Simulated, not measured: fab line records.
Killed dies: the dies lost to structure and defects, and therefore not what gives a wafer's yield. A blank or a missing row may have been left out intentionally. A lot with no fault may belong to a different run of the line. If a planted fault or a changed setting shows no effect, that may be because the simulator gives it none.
fab line records | flow berkeley-cmos170
record: lots: 7 | wafers: 21 | last-day: 12
route steps=331 shown M2@289 V2@292
lots untouched by any fault: they come from a run of this same line in which no faults occurred
start-h: hours from the record's first day to the start of the lot's first wafer shown | wait-h: time in hours since the lot's previous step | " identical to the entry in the row above | L1.1+2: several wafers, shown together as one row | - either no value or no given start | * or withheld: withheld | < > ~ a bound
route shown NAME@n: a module of which the file shows steps, and the number in the route of the first | usual: mean/standard deviation of fault-free wafers | same: alike in all rows | chamber/n: place in a boat | sites: readings site by site | _std_site: standard deviation across them | _edge_site: inner sites' mean taken away from outer sites' mean | radius-mm: for every site, how far away it sits from the centre of the wafer | mask NAME#n: copy n | behind: the most recent tool/chamber to have shaped the wafer | hold: the reason the lot was held/the length of the hold in hours/how it ended | device: whichever transistor did not switch (one of n, p or np) | end of line: tests run on the same wafers once the route is complete | for a step that has no rows: nothing shown but its recipe | killed: count of dies lost to structure and defects at first sort (not the wafer's yield) | map: the dies of a wafer, with x for killed, . for not killed, _ for no die there
set.NAME: the setting as run; set.NAME@STEP: as run at that earlier step | model.NAME: the simulator's own value behind a step, which no gauge read
lots seen at some steps along the route; tables by step, rows by wafer
services: when a tool's chamber went out of use (start-h, in hours from the record's first day, below 0 if earlier), for how many hours, and the reason
== steps ==
step: UCB170_M2_METAL_ETCH_18
recipe: chemistry: Cl2/BCl3 | target: Al | stop-on: SiO2 | pressure-mtorr: 12 | target-depth-a: 11700 | over-etch-frac: 0.2838 | time-s: 195 | icp-w: 600 | bias-w: 120 | Cl2_flow_sccm: 90 | bcl3-flow-sccm: 45
usual: bcl3-flow-sccm: 45.01/0.14 | drypump-motor-current-A: 5.9/0.4 | oes-product-au: 0.854/0.014 | throttle-valve-pct: 24.31/0.29
lot.wafer | tool         | chamber | start-h | wait-h | bcl3-flow-sccm | drypump-motor-current-A | oes-product-au | rf-hours-counter-h | throttle-valve-pct
L571.1    | rie-metal-04 | 0       | 157.12  | -      | 44.98          | 6.1                     | 0.876          | 5.8                | 23.97
L571.5    | "            | 1       | "       | "      | 44.99          | 5.5                     | 0.860          | -                  | 24.45
L571.6    | "            | 0       | "       | "      | 45.03          | 6.1                     | 0.868          | -                  | 23.97
L581.2    | rie-metal-04 | 1       | 198.51  | -      | 44.79          | 5.6                     | 0.874          | 11.8               | 24.46
L581.3    | "            | 1       | "       | "      | 45.07          | 5.5                     | 0.867          | -                  | 24.44
L581.4    | "            | 0       | "       | "      | 45.07          | 6.1                     | 0.876          | -                  | 23.97
L586.2    | rie-metal-02 | 1       | 233.42  | -      | 44.73          | 6.4                     | 0.863          | 13.1               | 24.48
L586.3    | "            | 0       | "       | "      | 45.06          | 5.7                     | 0.849          | -                  | 24.87
L586.6    | "            | 1       | "       | "      | 44.96          | 6.4                     | 0.868          | -                  | 24.48
L587.1    | rie-metal-01 | 0       | 237.49  | -      | 45.22          | 5.3                     | 0.840          | 13.9               | 24.21
L587.3    | "            | 1       | "       | "      | 45.06          | 6.2                     | 0.834          | -                  | 24.10
L587.6    | "            | 1       | "       | "      | 44.73          | 6.2                     | 0.830          | -                  | 24.10
L589.1    | rie-metal-04 | 1       | 237.87  | -      | 44.94          | 5.6                     | 0.875          | 12.5               | 24.45
L589.3    | "            | 1       | "       | "      | 44.95          | 5.5                     | 0.871          | -                  | 24.46
L589.6    | "            | 1       | "       | "      | 44.91          | 5.5                     | 0.860          | -                  | 24.46
L588.1    | rie-metal-01 | 1       | 243.01  | -      | 45.03          | 6.2                     | 0.834          | 10.6               | 24.09
L588.2    | "            | 0       | "       | "      | 44.97          | 5.3                     | 0.836          | 14.1               | 24.21
L588.4    | "            | 0       | "       | "      | 45.05          | 5.3                     | 0.848          | -                  | 24.20
L594.3    | rie-metal-01 | 1       | 271.83  | -      | 45.07          | 6.3                     | 0.833          | -                  | 24.10
L594.4    | "            | 1       | "       | "      | 45.34          | 6.3                     | 0.834          | -                  | 24.10
L594.5    | "            | 1       | "       | "      | 45.13          | 6.2                     | 0.831          | -                  | 24.11
step: UCB170_M2_STRIP_19
recipe: chemistry: O2 | power-w: 400 | pressure-mtorr: 3500 | platen-temp-c: withheld | o2-flow-sccm: 400 | overash-fraction: 0.5
usual: drypump-motor-current-A: 5.4/0.36 | oes-product-au: 0.556/0.013
lot.wafer | tool            | chamber | start-h | wait-h | drypump-motor-current-A | oes-product-au | rf-hours-counter-h
L571.1    | plasma-asher-01 | 1       | 157.30  | 0.1    | 4.9                     | 0.560          | 49
L571.5    | "               | 1       | "       | "      | 4.9                     | 0.540          | -
L571.6    | "               | 0       | "       | "      | 5.4                     | 0.561          | -
L581.2    | plasma-asher-04 | 1       | 198.69  | 0.1    | 5.5                     | 0.534          | 54
L581.3    | "               | 1       | "       | "      | 5.6                     | 0.539          | -
L581.4    | "               | 0       | "       | "      | 5.4                     | 0.564          | -
L586.2    | plasma-asher-04 | 1       | 233.67  | 0.2    | 5.5                     | 0.548          | 58
L586.3    | "               | 1       | "       | "      | 5.5                     | 0.564          | -
L586.6    | "               | 1       | "       | "      | 5.5                     | 0.543          | -
L587.1    | plasma-asher-01 | 1       | 237.68  | 0.1    | 4.9                     | 0.546          | 56
L587.3    | "               | 1       | "       | "      | 4.9                     | 0.567          | -
L587.6    | "               | 1       | "       | "      | 4.9                     | 0.570          | -
L589.1    | plasma-asher-03 | 1       | 238.06  | 0.1    | 5.9                     | 0.558          | 10
L589.3    | "               | 1       | "       | "      | 5.9                     | 0.548          | -
L589.6    | "               | 1       | "       | "      | 5.9                     | 0.546          | -
L588.1    | plasma-asher-03 | 1       | 243.20  | 0.1    | 5.9                     | 0.570          | 10
L588.2    | "               | 0       | "       | "      | 5.7                     | 0.541          | 10
L588.4    | "               | 1       | "       | "      | 5.9                     | 0.534          | -
L594.3    | plasma-asher-01 | 0       | 272.12  | 0.2    | 5.4                     | 0.567          | -
L594.4    | "               | 1       | "       | "      | 4.8                     | 0.573          | -
L594.5    | "               | 0       | "       | "      | 5.4                     | 0.563          | -
step: UCB170_M2_CD_MEAS_90
recipe: target-cd-nm: 700
usual: cd-nm: 701/3.4
lot.wafer | tool      | chamber | start-h | wait-h | cd-nm
L571.1    | cd-sem-02 | -       | 157.52  | 0.2    | 696
L571.5    | "         | -       | "       | "      | 697
L571.6    | "         | -       | "       | "      | 699
L581.2    | cd-sem-02 | -       | 198.81  | 0.1    | 700
L581.3    | "         | -       | "       | "      | 699
L581.4    | "         | -       | "       | "      | 702
L586.2    | cd-sem-01 | -       | 233.79  | 0.1    | 700
L586.3    | "         | -       | "       | "      | 700
L586.6    | "         | -       | "       | "      | 701
L587.1    | cd-sem-02 | -       | 237.78  | 0.1    | 699
L587.3    | "         | -       | "       | "      | 705
L587.6    | "         | -       | "       | "      | 706
L589.1    | cd-sem-01 | -       | 238.16  | 0.1    | 698
L589.3    | "         | -       | "       | "      | 699
L589.6    | "         | -       | "       | "      | 700
L588.1    | cd-sem-01 | -       | 243.30  | 0.1    | 703
L588.2    | "         | -       | "       | "      | 698
L588.4    | "         | -       | "       | "      | 695
L594.3    | cd-sem-02 | -       | 272.22  | 0.1    | 706
L594.4    | "         | -       | "       | "      | 710
L594.5    | "         | -       | "       | "      | 704
step: UCB170_V2_CVD_00
recipe: material: SiO2 | target-thk-nm: 2000 | temp-c: 390 | precursor: TEOS/O2 | time-s: 250 | rf-w: 550 | pressure-mtorr: 9000
usual: heater-power-w: 274/56 | pressure-mtorr: 8998/17
lot.wafer | tool     | chamber | start-h | wait-h | heater-power-w | pressure-mtorr
L571.1    | pecvd-01 | 1       | 157.64  | 0.1    | 207            | 9013
L571.5    | "        | 0       | "       | "      | 246            | 8979
L571.6    | "        | 1       | "       | "      | 247            | 9015
L581.2    | pecvd-01 | 0       | 198.91  | 0.1    | 318            | 9009
L581.3    | "        | 2       | "       | "      | 218            | 9017
L581.4    | "        | 1       | "       | "      | 251            | 9004
L586.2    | pecvd-01 | 1       | 233.89  | 0.1    | 244            | 9005
L586.3    | "        | 0       | "       | "      | 326            | 9012
L586.6    | "        | 0       | "       | "      | 247            | 9009
L587.1    | pecvd-04 | 0       | 237.90  | 0.1    | 338            | 9000
L587.3    | "        | 2       | "       | "      | 275            | 8976
L587.6    | "        | 0       | "       | "      | 232            | 8983
L589.1    | pecvd-01 | 0       | 238.28  | 0.1    | 330            | 8993
L589.3    | "        | 2       | "       | "      | 253            | 9018
L589.6    | "        | 1       | "       | "      | 239            | 9003
L588.1    | pecvd-04 | 2       | 243.42  | 0.1    | 257            | 8996
L588.2    | "        | 0       | "       | "      | 257            | 8982
L588.4    | "        | 2       | "       | "      | 318            | 8975
L594.3    | pecvd-04 | 0       | 272.30  | 0.1    | 286            | 8966
L594.4    | "        | 1       | "       | "      | 277            | 9009
L594.5    | "        | 0       | "       | "      | 328            | 9007
step: UCB170_V2_THK_MEAS_01
recipe: reads: SiO2_of_V2_CVD_00
usual: V2_TEOS_THK: 1997/25
lot.wafer | tool          | chamber | start-h | wait-h | V2_TEOS_THK[nm]
L571.1    | film-metro-02 | -       | 157.79  | 0.1    | 1977
L571.5    | "             | -       | "       | "      | 2007
L571.6    | "             | -       | "       | "      | 1994
L581.2    | film-metro-02 | -       | 199.08  | 0.1    | 1990
L581.3    | "             | -       | "       | "      | 2006
L581.4    | "             | -       | "       | "      | 2013
L586.2    | film-metro-01 | -       | 234.05  | 0.1    | 1988
L586.3    | "             | -       | "       | "      | 1955
L586.6    | "             | -       | "       | "      | 1998
L587.1    | film-metro-02 | -       | 238.05  | 0.1    | 1978
L587.3    | "             | -       | "       | "      | 2011
L587.6    | "             | -       | "       | "      | 2001
L589.1    | film-metro-03 | -       | 238.44  | 0.1    | 1956
L589.3    | "             | -       | "       | "      | 1971
L589.6    | "             | -       | "       | "      | 2000
L588.1    | film-metro-01 | -       | 243.57  | 0.1    | 1982
L588.2    | "             | -       | "       | "      | 1970
L588.4    | "             | -       | "       | "      | 2030
L594.3    | film-metro-03 | -       | 272.48  | 0.1    | 1962
L594.4    | "             | -       | "       | "      | 2012
L594.5    | "             | -       | "       | "      | 2000
step: UCB170_V2_CMP_02
recipe: material: SiO2 | down-force-psi: 6 | platen-rpm: 60 | pad-velocity-m-s: 0.75398
usual: motor-current-A: 16.6/1.6
lot.wafer | tool   | chamber | start-h | wait-h | motor-current-A
L571.1    | cmp-01 | 2       | 157.85  | 0.1    | 17.6
L571.5    | "      | 2       | "       | "      | 17.2
L571.6    | "      | 3       | "       | "      | 15.3
L581.3    | cmp-01 | 0       | 199.18  | 0.1    | 15.7
L581.4    | "      | 1       | "       | "      | 14.9
L581.2    | "      | 2       | "       | "      | 16.5
L586.3    | cmp-01 | 3       | 234.15  | 0.1    | 15.9
L586.2    | "      | 1       | "       | "      | 15.7
L586.6    | "      | 3       | "       | "      | 15.4
L587.3    | cmp-02 | 3       | 238.11  | 0.0    | 19.1
L587.1    | "      | 0       | "       | "      | 18.7
L587.6    | "      | 0       | "       | "      | 19.2
L589.1    | cmp-02 | 3       | 238.55  | 0.1    | 19.0
L589.3    | "      | 1       | "       | "      | 17.2
L589.6    | "      | 3       | "       | "      | 19.0
L588.1    | cmp-01 | 2       | 243.68  | 0.1    | 18.9
L588.2    | "      | 3       | "       | "      | 15.5
L588.4    | "      | 0       | "       | "      | 15.0
L594.3    | cmp-01 | 2       | 272.62  | 0.1    | 17.5
L594.4    | "      | 3       | "       | "      | 15.0
L594.5    | "      | 1       | "       | "      | 16.7
step: UCB170_V2_BOW_MEAS_03
recipe: mode: bow
usual: V2_BOW: 37/7.7
lot.wafer | tool          | chamber | start-h | wait-h | V2_BOW[um]
L571.1    | film-metro-02 | -       | 158.15  | 0.2    | 35
L571.5    | "             | -       | "       | "      | 30
L571.6    | "             | -       | "       | "      | 24
L581.2    | film-metro-03 | -       | 199.45  | 0.1    | 38
L581.3    | "             | -       | "       | "      | 43
L581.4    | "             | -       | "       | "      | 35
L586.2    | film-metro-02 | -       | 234.42  | 0.1    | 28
L586.3    | "             | -       | "       | "      | 34
L586.6    | "             | -       | "       | "      | 25
L587.1    | film-metro-02 | -       | 238.41  | 0.2    | 34
L587.3    | "             | -       | "       | "      | 31
L587.6    | "             | -       | "       | "      | 31
L589.1    | film-metro-03 | -       | 238.80  | 0.2    | 32
L589.3    | "             | -       | "       | "      | 32
L589.6    | "             | -       | "       | "      | 50
L588.1    | film-metro-01 | -       | 243.93  | 0.2    | 31
L588.2    | "             | -       | "       | "      | 24
L588.4    | "             | -       | "       | "      | 28
L594.3    | film-metro-02 | -       | 272.86  | 0.2    | 36
L594.4    | "             | -       | "       | "      | 40
L594.5    | "             | -       | "       | "      | 39
step: UCB170_V2_THK_MEAS_04
recipe: reads: SiO2_of_V2_CVD_00
usual: V2_POLISHED_THK: 999.8/0.96
lot.wafer | tool          | chamber | start-h | wait-h | V2_POLISHED_THK[nm]
L571.1    | film-metro-02 | -       | 158.27  | 0.1    | 999.4
L571.5    | "             | -       | "       | "      | 999.5
L571.6    | "             | -       | "       | "      | 1000.4
L581.2    | film-metro-03 | -       | 199.56  | 0.1    | 999.2
L581.3    | "             | -       | "       | "      | 999.8
L581.4    | "             | -       | "       | "      | 1000.0
L586.2    | film-metro-02 | -       | 234.53  | 0.1    | 998.4
L586.3    | "             | -       | "       | "      | 999.4
L586.6    | "             | -       | "       | "      | 998.5
L587.1    | film-metro-02 | -       | 238.53  | 0.1    | 1001.3
L587.3    | "             | -       | "       | "      | 1001.2
L587.6    | "             | -       | "       | "      | 1001.6
L589.1    | film-metro-03 | -       | 238.92  | 0.1    | 999.8
L589.3    | "             | -       | "       | "      | 998.5
L589.6    | "             | -       | "       | "      | 999.9
L588.1    | film-metro-01 | -       | 244.05  | 0.1    | 998.0
L588.2    | "             | -       | "       | "      | 997.6
L588.4    | "             | -       | "       | "      | 998.7
L594.3    | film-metro-02 | -       | 272.96  | 0.1    | 1000.2
L594.4    | "             | -       | "       | "      | 1000.0
L594.5    | "             | -       | "       | "      | 1000.0
step: UCB170_V2_CLEAN_05
recipe: chemistry: DIW
step: UCB170_V2_HMDS_06
recipe: prime-time-s: 60 | prime-temp-c: 100
step: UCB170_V2_COAT_07
recipe: resist: KrF | spin-rpm: 1500 | resist-thk-nm: 900
step: UCB170_V2_SOFTBAKE_08
recipe: resist: KrF | temp-c: 130 | time-s: 60
step: UCB170_V2_EXPOSE_09
recipe: mask-id: VIA2 | target-cd-nm: 700 | na: 0.5 | sigma-outer: 0.6 | source-shape: conventional | dose-mj: 37
usual: exposure-dose-mJ-cm2: 36.98/0.036 | focus-offset-nm: 0.0/0.58
lot.wafer | tool           | chamber | start-h | wait-h | mask   | exposure-dose-mJ-cm2 | focus-offset-nm
L571.1    | krf-scanner-02 | 0       | 159.23  | 0.3    | VIA2#0 | 36.99                | 0.4
L571.5    | "              | 0       | "       | "      | VIA2#0 | 36.99                | -0.4
L571.6    | "              | 0       | "       | "      | VIA2#0 | 37.02                | 0.0
L581.2    | krf-scanner-01 | 0       | 200.38  | 0.2    | VIA2#0 | 37.03                | -0.3
L581.3    | "              | 0       | "       | "      | VIA2#0 | 37.06                | -0.2
L581.4    | "              | 0       | "       | "      | VIA2#0 | 36.99                | 0.4
L586.2    | krf-scanner-02 | -       | 235.43  | 0.2    | VIA2#0 | -                    | -
L586.3    | "              | -       | "       | "      | VIA2#0 | -                    | -
L586.6    | "              | -       | "       | "      | VIA2#0 | -                    | -
L587.1    | krf-scanner-02 | -       | 239.23  | 0.1    | VIA2#0 | -                    | -
L587.3    | "              | -       | "       | "      | VIA2#0 | -                    | -
L587.6    | "              | -       | "       | "      | VIA2#0 | -                    | -
L589.1    | krf-scanner-02 | -       | 239.82  | 0.1    | VIA2#0 | -                    | -
L589.3    | "              | -       | "       | "      | VIA2#0 | -                    | -
L589.6    | "              | -       | "       | "      | VIA2#0 | -                    | -
L588.1    | krf-scanner-02 | 0       | 244.74  | 0.1    | VIA2#0 | 36.97                | -0.9
L588.2    | "              | 0       | "       | "      | VIA2#0 | 36.99                | 0.1
L588.4    | "              | 0       | "       | "      | VIA2#0 | 36.93                | 0.3
L594.3    | krf-scanner-01 | 0       | 273.79  | 0.2    | VIA2#0 | 36.93                | 1.0
L594.4    | "              | 0       | "       | "      | VIA2#0 | 36.94                | 0.9
L594.5    | "              | 0       | "       | "      | VIA2#0 | 36.98                | 0.8
step: UCB170_V2_PEB_10
recipe: peb-temp-c: 130 | peb-time-s: withheld | resist: KrF
== services ==
tool           | chamber | start-h | hours | kind
pecvd-04       | -       | 135.50  | 14.0  | pm
pecvd-04       | 0       | 135.50  | 14.0  | vent-cycle
krf-scanner-01 | -       | 138.45  | 3.6   | pm
krf-scanner-02 | 0       | 141.46  | -     | calibration
rie-metal-02   | 1       | 143.84  | 13.4  | repair
krf-scanner-01 | -       | 145.19  | 1.3   | pm
krf-scanner-02 | -       | 150.61  | 1.3   | pm
krf-scanner-02 | -       | 165.43  | 0.9   | repair
krf-scanner-01 | -       | 175.39  | 1.0   | pm
krf-scanner-01 | -       | 177.18  | 4.0   | repair
krf-scanner-02 | -       | 178.76  | 0.4   | repair
krf-scanner-01 | -       | 183.36  | 0.5   | repair
cmp-01         | -       | 190.14  | 4.1   | repair
cmp-01         | -       | 190.72  | 0.6   | repair
rie-metal-02   | -       | 198.65  | 14.6  | pm
pecvd-01       | 0       | 200.01  | 3.7   | repair
pecvd-01       | -       | 201.94  | 1.4   | repair
krf-scanner-01 | -       | 207.30  | 2.5   | repair
krf-scanner-02 | -       | 212.93  | 1.0   | pm
cmp-02         | -       | 232.00  | 4.0   | pm
rie-metal-04   | -       | 240.67  | 17.0  | repair
rie-metal-01   | 0       | 245.13  | 6.3   | repair
krf-scanner-02 | -       | 251.73  | 3.6   | pm
cmp-02         | -       | 272.71  | 4.1   | repair
== key ==
first-sign: step: UCB170_V2_EXPOSE_09 | reading: tool-record | direction: missing
effect none on later readings
met-at UCB170_V2_EXPOSE_09
struck-wafers L586.2,L586.3,L586.6,L587.1,L587.3,L587.6,L589.1,L589.3,L589.6
later-rows-left-out L586.2,L586.3,L586.6,L587.1,L587.3,L587.6,L589.1,L589.3,L589.6
sort-left-out L586.2,L586.3,L586.6,L587.1,L587.3,L587.6,L589.1,L589.3,L589.6
onset-between 159.23 235.43
fault: kind: skipped-step-whole | tool: krf-scanner-02 | chamber: - | onset-h: 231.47 | steps: UCB170_V2_EXPOSE_09 | scope: struck-lots-only
sort-left-out: the simulated sort isn't trusted on such a fault, so these wafers' sort isn't shown, and their yield isn't known
later-rows-left-out: the simulator's readings of these wafers behind a module that went badly wrong aren't trusted and aren't shown, but for the sort
